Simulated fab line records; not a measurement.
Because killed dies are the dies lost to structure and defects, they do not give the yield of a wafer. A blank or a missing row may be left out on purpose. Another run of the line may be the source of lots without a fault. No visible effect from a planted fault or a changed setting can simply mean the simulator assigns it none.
Split-lot study :: flow berkeley_cmos170 :: 5 lots, 23 wafers read, on a route of 331 steps

## ABOUT THE SPLIT
At UCB170_CONTACT_COAT_10 (resist thk 900 nm), the setting resist_thk_nm was moved away from the recipe's 900 nm on 7 of the 23 wafers read, by +1.7% to +4.5%. The other wafers ran this setting at the recipe's value.

## FROM THE SPLIT TO THE READING: what the file shows between them, 4 steps
- UCB170_CONTACT_PEB_13 (also split here: peb_temp_c)
- UCB170_CONTACT_DEVELOP_14: develop time 45 s
- UCB170_CONTACT_CD_MEAS_15: target cd 700 nm
- UCB170_CONTACT_ETCH_17: etches BARC in N2/H2

## THE READING
KrF_of_CONTACT_COAT_10.thk_nm (the simulator's own value, which no gauge read), in nm, at UCB170_CONTACT_ETCH_18 (etches PSG in CHF3/CF4/Ar, stops on TiSi2, target depth 840 nm, time 195 s). No usual value for it is given in the file. Average 691.5 nm, standard deviation 4.3 nm, over the 16 wafers here run with the recipe.

wafer: L075.2
tool, chamber at the split: litho_track-02, 0
resist_thk_nm as run, nm: 900
against the recipe: recipe
KrF_of_CONTACT_COAT_10.thk_nm, nm: 691
against lot-mates on the recipe: -

wafer: L075.3
tool, chamber at the split: litho_track-02, 0
resist_thk_nm as run, nm: 900
against the recipe: recipe
KrF_of_CONTACT_COAT_10.thk_nm, nm: 691.1
against lot-mates on the recipe: -

wafer: L075.4
tool, chamber at the split: litho_track-02, 0
resist_thk_nm as run, nm: 900
against the recipe: recipe
KrF_of_CONTACT_COAT_10.thk_nm, nm: 685.9
against lot-mates on the recipe: -

wafer: L075.5
tool, chamber at the split: litho_track-02, 0
resist_thk_nm as run, nm: 900
against the recipe: recipe
KrF_of_CONTACT_COAT_10.thk_nm, nm: 687.6
against lot-mates on the recipe: -

wafer: L075.6
tool, chamber at the split: litho_track-02, 0
resist_thk_nm as run, nm: 900
against the recipe: recipe
KrF_of_CONTACT_COAT_10.thk_nm, nm: 689.2
against lot-mates on the recipe: -

wafer: L078.1
tool, chamber at the split: litho_track-03, 0
resist_thk_nm as run, nm: 920.9
against the recipe: +2.3%
KrF_of_CONTACT_COAT_10.thk_nm, nm: 716.9
against lot-mates on the recipe: +25.6

wafer: L078.2
tool, chamber at the split: litho_track-03, 0
resist_thk_nm as run, nm: 900
against the recipe: recipe
KrF_of_CONTACT_COAT_10.thk_nm, nm: 691.1
against lot-mates on the recipe: -

wafer: L078.3
tool, chamber at the split: litho_track-03, 0
resist_thk_nm as run, nm: 900
against the recipe: recipe
KrF_of_CONTACT_COAT_10.thk_nm, nm: 696.6
against lot-mates on the recipe: -

wafer: L078.4
tool, chamber at the split: litho_track-03, 0
resist_thk_nm as run, nm: 900
against the recipe: recipe
KrF_of_CONTACT_COAT_10.thk_nm, nm: 686.2
against lot-mates on the recipe: -

wafer: L078.5
tool, chamber at the split: litho_track-03, 0
resist_thk_nm as run, nm: 920.9
against the recipe: +2.3%
KrF_of_CONTACT_COAT_10.thk_nm, nm: 706.9
against lot-mates on the recipe: +15.6

wafer: L081.1
tool, chamber at the split: litho_track-03, 0
resist_thk_nm as run, nm: 900
against the recipe: recipe
KrF_of_CONTACT_COAT_10.thk_nm, nm: 692.1
against lot-mates on the recipe: -

wafer: L081.2
tool, chamber at the split: litho_track-03, 0
resist_thk_nm as run, nm: 940.8
against the recipe: +4.5%
KrF_of_CONTACT_COAT_10.thk_nm, nm: 731.2
against lot-mates on the recipe: +40.1

wafer: L081.3
tool, chamber at the split: litho_track-03, 0
resist_thk_nm as run, nm: 900
against the recipe: recipe
KrF_of_CONTACT_COAT_10.thk_nm, nm: 692.3
against lot-mates on the recipe: -

wafer: L081.5
tool, chamber at the split: litho_track-03, 0
resist_thk_nm as run, nm: 940.8
against the recipe: +4.5%
KrF_of_CONTACT_COAT_10.thk_nm, nm: 729.8
against lot-mates on the recipe: +38.7

wafer: L081.6
tool, chamber at the split: litho_track-03, 0
resist_thk_nm as run, nm: 900
against the recipe: recipe
KrF_of_CONTACT_COAT_10.thk_nm, nm: 689
against lot-mates on the recipe: -

wafer: L082.1
tool, chamber at the split: litho_track-01, 0
resist_thk_nm as run, nm: 900
against the recipe: recipe
KrF_of_CONTACT_COAT_10.thk_nm, nm: 695.5
against lot-mates on the recipe: -

wafer: L082.2
tool, chamber at the split: litho_track-01, 0
resist_thk_nm as run, nm: 900
against the recipe: recipe
KrF_of_CONTACT_COAT_10.thk_nm, nm: 684.5
against lot-mates on the recipe: -

wafer: L082.6
tool, chamber at the split: litho_track-01, 0
resist_thk_nm as run, nm: 900
against the recipe: recipe
KrF_of_CONTACT_COAT_10.thk_nm, nm: 700.9
against lot-mates on the recipe: -

wafer: L080.1
tool, chamber at the split: litho_track-02, 0
resist_thk_nm as run, nm: 914.9
against the recipe: +1.7%
KrF_of_CONTACT_COAT_10.thk_nm, nm: 708.4
against lot-mates on the recipe: +12.9

wafer: L080.2
tool, chamber at the split: litho_track-02, 0
resist_thk_nm as run, nm: 914.9
against the recipe: +1.7%
KrF_of_CONTACT_COAT_10.thk_nm, nm: 708.4
against lot-mates on the recipe: +12.9

wafer: L080.3
tool, chamber at the split: litho_track-02, 0
resist_thk_nm as run, nm: 900
against the recipe: recipe
KrF_of_CONTACT_COAT_10.thk_nm, nm: 696
against lot-mates on the recipe: -

wafer: L080.5
tool, chamber at the split: litho_track-02, 0
resist_thk_nm as run, nm: 900
against the recipe: recipe
KrF_of_CONTACT_COAT_10.thk_nm, nm: 694.9
against lot-mates on the recipe: -

wafer: L080.6
tool, chamber at the split: litho_track-02, 0
resist_thk_nm as run, nm: 914.9
against the recipe: +1.7%
KrF_of_CONTACT_COAT_10.thk_nm, nm: 708.5
against lot-mates on the recipe: +13.0

FIT RESULTS
A straight line over all 23 wafers: KrF_of_CONTACT_COAT_10.thk_nm changes by +8.78 nm for each +1% of resist_thk_nm; r = +0.95; the points scatter about the line by 4.2 nm.
The same after taking each lot's own level away (the mean of its wafers on the recipe; 23 wafers): +8.63 nm for each +1%; r = +0.96; scatter 3.6 nm.
On that fit, the largest move of resist_thk_nm shifts the reading by 39 nm.
Across the lots, their own levels run from 688.96 to 695.45 nm, a range of 1.5 times the standard deviation given above.
The two slopes are in agreement: the lot-to-lot level therefore moves the slope only a little.
Check: with one of the wafers moved furthest among these (+4.5%) left out of the fit, the line predicts +38.5 nm for it against its lot-mates. Against them it came out at +40.1 nm.

## ADDITIONAL SPLITS CARRIED BY THESE WAFERS
Note: prior to the reading, these wafers also went through further splits. Each is held against what the fit with the lots' levels taken away leaves over:
other split on the same wafers: UCB170_CONTACT_PEB_13 peb_temp_c
wafers away from the commonest value: 7
r with KrF_of_CONTACT_COAT_10.thk_nm (lot level and that fit taken away): -0.06

## THE WHOLE CHAIN: every reading that the file lists as answering this split, in the file's order
step: UCB170_CONTACT_COAT_10
what it does: resist thk 900 nm
reading: KrF_of_CONTACT_COAT_10.thk_nm (the simulator's own value, which no gauge read)
change (the file's fit): +8.8 nm for each +1% of the setting
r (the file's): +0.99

step: UCB170_CONTACT_ETCH_18
what it does: etches PSG in CHF3/CF4/Ar, stops on TiSi2, target depth 840 nm, time 195 s
reading: KrF_of_CONTACT_COAT_10.thk_nm (the simulator's own value, which no gauge read)
change (the file's fit): +8.65 nm for each +1% of the setting
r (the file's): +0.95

## FILE'S OWN FIT
KrF_of_CONTACT_COAT_10.thk_nm changes by +8.65 nm for each +1% of resist_thk_nm, r = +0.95.
